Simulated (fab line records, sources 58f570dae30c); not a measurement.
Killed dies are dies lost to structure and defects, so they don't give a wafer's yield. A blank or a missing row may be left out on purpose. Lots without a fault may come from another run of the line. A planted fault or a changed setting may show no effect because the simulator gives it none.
fab line records | flow berkeley_cmos170
record lots=14 wafers=42 last_day=12
route steps=331 shown NVT@112 PVT@123
lots that met no fault: from a run of the same line without faults
start_h: hours from the record's first day to the start of the lot's first wafer shown | wait_h: hours since the lot's step before | " the same as in the row above | L1.1+2: a row that stands for several wafers | - no value, or no start given | * or withheld: withheld | < > ~ a bound
route shown NAME@n: a module of which the file shows steps, and the number in the route of the first | usual: mean/standard deviation of fault-free wafers | same: alike in all rows | chamber/n: place in a boat | sites: the reading at each site | _std_site: their standard deviation | _edge_site: outer sites' mean less inner sites' | radius_mm: how far each site lies from the wafer's centre | mask NAME#n: copy n | behind: the tool/chamber that last shaped the wafer | hold: why the lot was held/for how many hours/how that ended | device: the transistor (n, p or np) that didn't switch | end of line: the same wafers' tests at the end of the route | a step without rows: its recipe alone | killed: dies lost to structure and defects at the first sort, not the wafer's yield | map: a wafer's dies, x killed, . not, _ none there
set.NAME: the setting as run; set.NAME@STEP: as run at that earlier step | model.NAME: the simulator's own value behind a step, which no gauge read
steps of the route over a sample of lots; a table a step, a row a wafer
services: from which hour (start_h, from the record's first day; less than 0 if before it) a tool's chamber was out of use, for how many hours, and why
## steps
# step UCB170_NVT_STRIP_08
# recipe chemistry=O2 power_w=400 pressure_mtorr=3500 platen_temp_c=withheld o2_flow_sccm=400 overash_fraction=0.5
# usual chamber_pressure_mTorr=3500/3.1 drypump_motor_current_A=5.7/0.44 oes_product_au=0.734/0.0043 strip_time_to_endpoint_s=21.66/0.065
# columns lot.wafer tool chamber start_h wait_h chamber_pressure_mTorr drypump_motor_current_A oes_product_au rf_hours_counter_h strip_time_to_endpoint_s
L315.2 plasma_asher-01 1 112.34 0.4 3499 6.1 0.734 44 21.67
L315.3 " 0 " " 3503 6.1 0.741 - 21.69
L315.5 " 0 " " 3503 6.1 0.740 - 21.58
L317.3 plasma_asher-04 0 124.83 0.1 3501 5.6 0.731 - 21.66
L317.4 " 1 " " 3496 5.3 0.730 - 21.70
L317.5 " 1 " " 3504 5.3 0.736 - 21.72
L316.2 plasma_asher-03 1 125.04 0.1 3499 6.2 0.729 1 21.68
L316.4 " 0 " " 3499 5.0 0.733 - 21.70
L316.6 " 1 " " 3497 6.2 0.725 - 21.68
L320.2 plasma_asher-04 0 130.42 0.1 3494 5.6 0.733 36 21.51
L320.4 " 0 " " 3503 5.5 0.738 - 21.65
L320.5 " 1 " " 3501 5.3 0.732 - 21.58
L318.2 plasma_asher-03 0 130.90 0.1 3501 5.1 0.741 1 21.55
L318.3 " 0 " " 3496 5.0 0.735 - 21.56
L318.6 " 1 " " 3501 6.2 0.731 - 21.57
L321.3 plasma_asher-03 0 144.38 0.1 3501 5.0 0.736 - 21.55
L321.4 " 1 " " 3496 6.2 0.742 - 21.58
L321.6 " 1 " " 3500 6.2 0.737 - 21.62
L325.2 plasma_asher-03 0 153.53 0.1 3498 5.0 0.729 4 21.74
L325.5 " 0 " " 3494 5.0 0.733 - 21.80
L325.6 " 1 " " 3499 6.2 0.732 - 21.72
L328.1 plasma_asher-04 1 174.02 0.1 3502 5.3 0.734 41 21.71
L328.3 " 0 " " 3495 5.6 0.740 - 21.74
L328.5 " 0 " " 3499 5.5 0.732 - 21.70
L329.2 plasma_asher-01 0 192.13 0.1 - - - - -
L329.3 " 0 " " - - - - -
L329.6 " 0 " " - - - - -
L330.1 plasma_asher-04 0 192.40 0.1 - - - - -
L330.3 " 1 " " - - - - -
L330.6 " 0 " " - - - - -
L332.1 plasma_asher-04 1 208.22 0.1 3498 5.3 0.746 44 21.72
L332.2 " 0 " " 3495 5.5 0.728 44 21.72
L332.5 " 1 " " 3501 5.4 0.738 - 21.67
L331.1 plasma_asher-01 0 208.22 0.1 3498 6.1 0.728 55 21.61
L331.2 " 1 " " 3498 6.1 0.725 55 21.62
L331.6 " 0 " " 3501 6.1 0.734 - 21.60
L336.2 plasma_asher-04 1 223.83 0.1 3496 5.3 0.734 46 21.74
L336.3 " 1 " " 3499 5.3 0.734 - 21.72
L336.4 " 0 " " 3504 5.6 0.732 - 21.78
L338.1 plasma_asher-04 1 238.74 0.1 3502 5.3 0.739 47 21.63
L338.3 " 1 " " 3506 5.3 0.740 - 21.58
L338.6 " 1 " " 3505 5.3 0.731 - 21.65
# step UCB170_PVT_STRIP_08
# recipe chemistry=O2 power_w=400 pressure_mtorr=3500 platen_temp_c=withheld o2_flow_sccm=400 overash_fraction=0.5
# usual chamber_pressure_mTorr=3500/3.2 drypump_motor_current_A=5.6/0.4 oes_product_au=0.735/0.0045 strip_time_to_endpoint_s=21.67/0.086
# columns lot.wafer tool chamber start_h wait_h chamber_pressure_mTorr drypump_motor_current_A oes_product_au rf_hours_counter_h strip_time_to_endpoint_s
L315.2 plasma_asher-02 0 114.28 0.1 3500 5.1 0.735 31 21.58
L315.3 " 0 " " 3500 5.1 0.731 - 21.48
L315.5 " 1 " " 3499 5.3 0.732 - 21.57
L317.3 plasma_asher-01 0 126.54 0.1 3499 6.1 0.733 - 21.58
L317.4 " 1 " " 3500 6.1 0.732 - 21.60
L317.5 " 1 " " 3500 6.1 0.740 - 21.65
L316.2 plasma_asher-02 1 127.01 0.1 3504 5.3 0.738 33 21.67
L316.4 " 1 " " 3504 5.3 0.734 - 21.63
L316.6 " 1 " " 3496 5.3 0.735 - 21.62
L320.2 plasma_asher-02 0 133.08 0.1 3505 5.1 0.735 33 21.72
L320.4 " 1 " " 3500 5.3 0.729 - 21.68
L320.5 " 0 " " 3499 5.0 0.732 - 21.71
L318.2 plasma_asher-04 1 133.25 0.1 3504 5.3 0.730 37 21.63
L318.3 " 0 " " 3503 5.6 0.738 - 21.65
L318.6 " 0 " " 3501 5.5 0.729 - 21.66
L321.3 plasma_asher-02 0 145.91 0.1 3497 5.1 0.734 - 21.61
L321.4 " 1 " " 3496 5.3 0.732 - 21.62
L321.6 " 0 " " 3509 5.1 0.737 - 21.62
L325.2 plasma_asher-02 1 155.29 0.1 3505 5.3 0.732 36 21.59
L325.5 " 1 " " 3498 5.3 0.744 - 21.55
L325.6 " 0 " " 3493 5.1 0.739 - 21.57
L328.1 plasma_asher-04 1 175.52 0.1 3495 5.3 0.729 41 21.67
L328.3 " 1 " " 3500 5.3 0.736 - 21.81
L328.5 " 0 " " 3497 5.5 0.733 - 21.70
L329.2 plasma_asher-01 1 194.53 0.1 3502 6.1 0.734 54 47.89
L329.3 " 0 " " 3496 6.1 0.734 - 47.87
L329.6 " 0 " " 3498 6.1 0.740 - 47.87
L330.1 plasma_asher-01 0 194.75 0.1 3502 6.1 0.742 54 47.88
L330.3 " 0 " " 3498 6.0 0.744 - 47.95
L330.6 " 0 " " 3502 6.1 0.745 - 47.90
L332.1 plasma_asher-04 0 210.14 0.1 3502 5.6 0.736 45 21.68
L332.2 " 1 " " 3498 5.3 0.732 45 21.59
L332.5 " 1 " " 3497 5.3 0.738 - 21.63
L331.1 plasma_asher-01 1 210.39 0.1 3502 6.1 0.735 55 21.77
L331.2 " 0 " " 3502 6.1 0.735 55 21.84
L331.6 " 1 " " 3499 6.1 0.737 - 21.73
L336.2 plasma_asher-01 1 225.19 0.1 3500 6.1 0.738 57 21.71
L336.3 " 1 " " 3504 6.1 0.739 - 21.62
L336.4 " 0 " " 3498 6.0 0.733 - 21.67
L338.1 plasma_asher-04 0 240.39 0.1 3498 5.6 0.729 48 21.67
L338.3 " 1 " " 3502 5.3 0.730 - 21.62
L338.6 " 1 " " 3503 5.3 0.738 - 21.61
# step UCB170_PVT_TW_MEAS_09
# usual PVT_TW=515/3.6
# columns lot.wafer tool chamber start_h wait_h PVT_TW
L315.2 film_metro-01 - 114.39 0.1 519
L315.3 " - " " 520
L315.5 " - " " 516
L317.3 film_metro-04 - 126.62 0.1 512
L317.4 " - " " 512
L317.5 " - " " 510
L316.2 film_metro-01 - 127.12 0.1 518
L316.4 " - " " 520
L316.6 " - " " 520
L320.2 film_metro-04 - 133.19 0.1 511
L320.4 " - " " 509
L320.5 " - " " 512
L318.2 film_metro-04 - 133.36 0.1 511
L318.3 " - " " 513
L318.6 " - " " 511
L321.3 film_metro-03 - 145.99 0.1 516
L321.4 " - " " 518
L321.6 " - " " 516
L325.2 film_metro-04 - 155.41 0.1 510
L325.5 " - " " 512
L325.6 " - " " 512
L328.1 film_metro-01 - 175.62 0.1 520
L328.3 " - " " 518
L328.5 " - " " 519
L329.2 film_metro-01 - 194.64 0.1 31
L329.3 " - " " 31
L329.6 " - " " 31
L330.1 film_metro-03 - 194.85 0.1 30
L330.3 " - " " 30
L330.6 " - " " 30
L332.1 film_metro-01 - 210.24 0.1 515
L332.2 " - " " 521
L332.5 " - " " 517
L331.1 film_metro-01 - 210.49 0.1 518
L331.2 " - " " 518
L331.6 " - " " 518
L336.2 film_metro-04 - 225.30 0.1 511
L336.3 " - " " 510
L336.4 " - " " 511
L338.1 film_metro-04 - 240.49 0.1 514
L338.3 " - " " 511
L338.6 " - " " 514
## services
# columns tool chamber start_h hours kind
plasma_asher-03 - 108.75 9.0 pm
plasma_asher-03 0 108.75 9.0 vent_cycle
plasma_asher-03 1 108.75 9.0 vent_cycle
plasma_asher-01 - 116.88 0.9 repair
plasma_asher-03 0 117.75 - clean
plasma_asher-03 1 117.75 - clean
plasma_asher-02 - 202.30 3.2 repair
## key
first_sign step=UCB170_NVT_STRIP_08 reading=tool_record direction=missing
effect step=UCB170_PVT_STRIP_08 reading=strip_time_to_endpoint_s direction=up sigmas=99+ usual=* struck=*
effect step=UCB170_PVT_TW_MEAS_09 reading=PVT_TW direction=down sigmas=99+ usual=515 struck=30
met_at UCB170_NVT_STRIP_08
struck_lots L329,L330
sort_left_out L329.2,L329.3,L329.6,L330.1,L330.3,L330.6
tester_left_out L329,L330
onset_between 174.02 192.13
fault kind=skipped_step_whole tool=plasma_asher-01,plasma_asher-04 chamber=- onset_h=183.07 steps=UCB170_NVT_STRIP_08 scope=struck_lots_only
# tester_left_out: of these lots the tester's yield and bins aren't shown, on N5 and GAA mostly nor the transistor test; their killed dies are dies lost to structure and defects alone, not to doping, threshold or leakage, so they don't give the yield
# sort_left_out: the simulated sort isn't trusted on such a fault, so these wafers' sort isn't shown, and their yield isn't known
